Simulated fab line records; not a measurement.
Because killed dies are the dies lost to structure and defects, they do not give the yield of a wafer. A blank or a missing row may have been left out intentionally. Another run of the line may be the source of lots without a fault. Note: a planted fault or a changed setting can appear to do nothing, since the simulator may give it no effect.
Split-lot trial	flow ritCmos	23 wafers read across 5 lots, on a route 202 steps long

## ABOUT THE SPLIT
At RIT_M1_COAT_04 (resist thk 1300 nm), the setting resistThkNm was moved away from the recipe's 1300 nm on 8 of the 23 wafers read, by -3.8% to +4.5%. The other wafers ran this setting at the recipe's value.

## FROM THE SPLIT TO THE READING: what the file shows between them, 3 steps
- RIT_M1_SOFTBAKE_05: time 60 s
- RIT_M1_EXPOSE_06: exposes mask M12, target cd 2600 nm
- RIT_M1_HARDBAKE_11: time 120 s

## THE READING
NOVOLAK_of_M1_COAT_04.thkNm (the simulator's own value, which no gauge read), in nm, at RIT_M1_METAL_ETCH_12 (etches Al in Cl2/BCl3, stops on SiO2, time 165 s, target depth 600 nm). The file gives no usual value for it. Here, 15 wafers ran the recipe; their average is 810.7 nm with a standard deviation of 14 nm.

wafer	tool, chamber at the split	resistThkNm as run, nm	against the recipe	NOVOLAK_of_M1_COAT_04.thkNm, nm	against lot-mates on the recipe
L074.2	lithoTrack-01, 0	1340	+3.1%	861.3	+54.8
L074.3	lithoTrack-01, 0	1300	recipe	807.5	-
L074.4	lithoTrack-01, 0	1340	+3.1%	863	+56.5
L074.5	lithoTrack-01, 0	1340	+3.1%	859	+52.5
L074.6	lithoTrack-01, 0	1300	recipe	805.4	-
L076.2	lithoTrack-01, 0	1300	recipe	789.5	-
L076.5	lithoTrack-01, 0	1300	recipe	806.5	-
L076.6	lithoTrack-01, 0	1300	recipe	791	-
L080.1	lithoTrack-04, 0	1300	recipe	824.2	-
L080.3	lithoTrack-04, 0	1250	-3.8%	776.7	-47.4
L080.4	lithoTrack-04, 0	1250	-3.8%	764	-60.1
L080.5	lithoTrack-04, 0	1300	recipe	824	-
L080.6	lithoTrack-04, 0	1250	-3.8%	761.5	-62.6
L081.1	lithoTrack-04, 0	1300	recipe	832.5	-
L081.2	lithoTrack-04, 0	1300	recipe	807.7	-
L081.4	lithoTrack-04, 0	1300	recipe	806.8	-
L081.5	lithoTrack-04, 0	1300	recipe	835.4	-
L081.6	lithoTrack-04, 0	1300	recipe	813.1	-
L084.2	lithoTrack-02, 0	1358	+4.5%	871.9	+66.1
L084.3	lithoTrack-02, 0	1300	recipe	800.1	-
L084.4	lithoTrack-02, 0	1358	+4.5%	872.6	+66.8
L084.5	lithoTrack-02, 0	1300	recipe	821.3	-
L084.6	lithoTrack-02, 0	1300	recipe	796	-

FIT RESULTS
A straight line over all 23 wafers: NOVOLAK_of_M1_COAT_04.thkNm changes by +13.3 nm for each +1% of resistThkNm; r = +0.93; the points scatter about the line by 12 nm.
The same after taking each lot's own level away (the mean of its wafers on the recipe; 23 wafers): +15.5 nm for each +1%; r = +0.97; scatter 8.8 nm.
The reading moves by 69 nm for the largest change in resistThkNm, on that fit.
The lots' own levels span 795.67 to 824.10 nm, that is 2.1 times the standard deviation above.
Thus the slope moves with the lot-to-lot level: the two fits are different.
Check: +71.2 nm against its lot-mates is what the line predicts for one of the wafers moved furthest among these (+4.5%) when that wafer is left out of the fit. It came out at +66.1 nm against them.

## FURTHER SPLITS ON THESE WAFERS
Note: prior to the reading, these wafers also went through further splits. Each is held against what the fit with the lots' levels taken away leaves over:
other split on the same wafers	wafers away from the commonest value	r with NOVOLAK_of_M1_COAT_04.thkNm (lot level and that fit taken away)
RIT_SILICIDE_SPUTTER_01 powerW	7	+0.03
RIT_CONTACT_COAT_03 resistThkNm	5	+0.01

## THE WHOLE CHAIN: every reading that the file lists as answering this split, in the file's order
step	what it does	reading	change (the file's fit)	r (the file's)
RIT_M1_COAT_04	resist thk 1300 nm	NOVOLAK_of_M1_COAT_04.thkNm (the simulator's own value, which no gauge read)	+12.9 nm for each +1% of the setting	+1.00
RIT_M1_HARDBAKE_11	time 120 s	NOVOLAK_of_M1_COAT_04.thkNm (the simulator's own value, which no gauge read)	+11.1 nm for each +1% of the setting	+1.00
RIT_M1_METAL_ETCH_12	etches Al in Cl2/BCl3, stops on SiO2, time 165 s, target depth 600 nm	NOVOLAK_of_M1_COAT_04.thkNm (the simulator's own value, which no gauge read)	+15.5 nm for each +1% of the setting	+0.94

## FILE'S OWN FIT
NOVOLAK_of_M1_COAT_04.thkNm changes by +15.5 nm for each +1% of resistThkNm, r = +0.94.
